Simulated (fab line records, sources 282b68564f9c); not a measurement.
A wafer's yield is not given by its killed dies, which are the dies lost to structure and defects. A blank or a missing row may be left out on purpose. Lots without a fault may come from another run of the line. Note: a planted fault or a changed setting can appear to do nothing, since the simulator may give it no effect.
Code-filled problem report in 8D (eight disciplines) form + flow rit cmos + the parts of the form that need people (team, actions taken, sign-off) are left out

== 1. WHAT WENT WRONG ==
Wafers free of any fault read 46.7 nm (standard deviation 0.76) for ACTIVE_OXIDE_THK at RIT_ACTIVE_THK_MEAS_02, against a mean of 54.4 nm on 6 wafers of 2 lots. Relative to the usual mean, that is a shift of +10 standard deviations.
First seen on wafer L809.1, day 3 00:58, on film metro-04. The record holds 42 wafers of 14 lots with a number at this step. The rule behind "out" and "out of limits": a value lying over 4 standard deviations away from the usual mean. Any other wafer with a number is counted as sound.

== 2. WHAT IT IS; WHAT IT IS NOT ==
| question                    | is                           | is not                                                                                                              |
|-----------------------------|------------------------------|---------------------------------------------------------------------------------------------------------------------|
| which readings at this step | ACTIVE_OXIDE_THK             | -                                                                                                                   |
| which lots                  | L809, L810                   | L802, L803, L808, L814, L815, L817, L818, L820, L821, L822, L823, L825                                              |
| which wafers of those lots  | all that have a number       | -                                                                                                                   |
| read on which gauges        | film metro-02, film metro-04 | film metro-01                                                                                                       |
| when                        | from day 3 00:58             | up to then (9 sound wafers); but 27 sound wafers of L814, L815, L817, L818, L820, L821, L822, L823, L825 came after |

== 3. THE SUSPECTS, EACH WITH WHAT RULES IT OUT ==
Counting: a tool at any process step up to the reading remains a suspect when it ran all the lots that are out and ran no sound lot after the first of those.
- the gauge at RIT_ACTIVE_THK_MEAS_02: ruled out. Those wafers that are out were read across 2 gauges (film metro-02, film metro-04).
- furnace-01 at RIT_ACTIVE_OXIDATION_01 (target thk 46.8 nm, ox time 3360 s): ruled out as a lasting fault. The sound lots L823, L825 went through it after L809, its earliest lot that is out (day 2 23:02).
Left after counting: nothing in the record.

== 4. THE CAUSE (what the simulator had put in) ==
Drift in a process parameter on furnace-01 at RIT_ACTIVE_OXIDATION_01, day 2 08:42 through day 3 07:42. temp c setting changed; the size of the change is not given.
Counting ruled it out, wrongly: the rule takes a fault to strike every lot that its tool runs from its start on, and this one did not.

== 5. SEQUENCE OF EFFECTS, ordered by route ==
One row per reading whose mean, taken over the struck wafers that have a number, lies over 3 standard deviations from the usual. Readings are gone through only where the record gives a usual standard deviation; hours: the median, over the lots, of the time from a lot's start at the first step in this table giving one to that lot's start at this step; sigmas: the change measured in usual standard deviations.
| hours | step                    | reading                | usual    | on struck wafers | change | sigmas      |
|-------|-------------------------|------------------------|----------|------------------|--------|-------------|
| 0     | RIT_ACTIVE_OXIDATION_01 | spike tc centre C      | 1001.9 C | 1017.6           | +15.8  | +16         |
| 0     | RIT_ACTIVE_OXIDATION_01 | spike tc load C        | 1024 C   | 1044             | +20    | +5.1        |
| 0     | RIT_ACTIVE_OXIDATION_01 | spike tc source C      | 1023.3 C | 1039.0           | +15.7  | +10         |
| 0     | RIT_ACTIVE_OXIDATION_01 | tube center temp C     | 1000 C   | 1015             | +15    | +99 or more |
| 0     | RIT_ACTIVE_OXIDATION_01 | tube_center_temp_C_max | 1002.5   | 1017.5           | +15.0  | +44         |
| 2     | RIT_ACTIVE_THK_MEAS_02  | ACTIVE_OXIDE_THK       | 46.7 nm  | 54.4             | +7.7   | +10         |
Here are the process steps it includes:
- RIT_ACTIVE_OXIDATION_01: target thk 46.8 nm, ox time 3360 s.
Later measuring or inspecting steps at which every struck wafer that the step has a row for has a number for every such reading, and none has moved that far: RIT_M1_OVL_MEAS_10, RIT_M1_BOW_MEAS_16.

== 6. WHAT WOULD HAVE CAUGHT IT SOONER ==
Counted from the fault's start at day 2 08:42, it took 16 hours until the first out-of-limits reading at a measuring or inspecting step in this record, taken at day 3 00:58.
The tool's own readings at RIT_ACTIVE_OXIDATION_01 were out on every struck wafer that the step has a row for (spike tc centre C, spike tc load C, spike tc source C, tube center temp C, tube_center_temp_C_max): an alarm limit on them would have fired on the first of those.
